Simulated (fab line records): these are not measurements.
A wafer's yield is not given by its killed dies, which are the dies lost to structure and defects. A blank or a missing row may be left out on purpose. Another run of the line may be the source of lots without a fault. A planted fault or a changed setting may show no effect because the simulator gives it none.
Matching of chambers	flow berkeley-cmos170	UCB170_M3_ETCH_17 on rie-diel-03 has 4 sister chambers
The step etches BARC in N2/H2. 8 wafers are shown with their chamber, then 7 later ones without.

WAFERS PAIRED WITH THEIR CHAMBERS
wafer	chamber	drypump-motor-current-A (A)	throttle-valve-pct (%)
L893.1	2	5.7	13.37
L893.4	0	5.5	13.28
L896.4	1	4.7	13.45
L897.1	0	5.5	13.30
L899.5	3	6.2	13.31
L899.6	2	5.7	13.37
L898.1	3	6.2	13.30
L898.3	1	4.8	13.47

WAFERS WHOSE CHAMBER IS MISSING
wafer	drypump-motor-current-A (A)	throttle-valve-pct (%)
L898.6	5.5	13.29
L904.2	4.7	13.45
L904.4	6.2	13.31
L904.6	5.7	13.36
L910.3	6.2	13.33
L910.4	5.5	13.31
L910.5	5.5	13.29

CHAMBER TAKEN BY EACH
wafer	from the rows above	in truth
L898.6	0	0
L904.2	1	1
L904.4	3	3
L904.6	2	2
L910.3	3	3
L910.4	0	0
L910.5	0	0
7 of 7 placed correctly. Left unplaced by these rows: 0. Number placed wrongly: 0.
How it was worked out, from the rows above alone: a wafer's distance from a chamber is the root of the sum, over the readings, of the square of ((its reading less the chamber's mean) divided by the reading's scatter). The wafer belongs to the nearest chamber; if the next one is less than 2 further off, it can't be placed. Each chamber's mean is taken over the wafers shown for it. The scatter: the root of (the sum of the squares of (reading less its chamber's mean) over the shown wafers, divided by (wafers less chambers)).
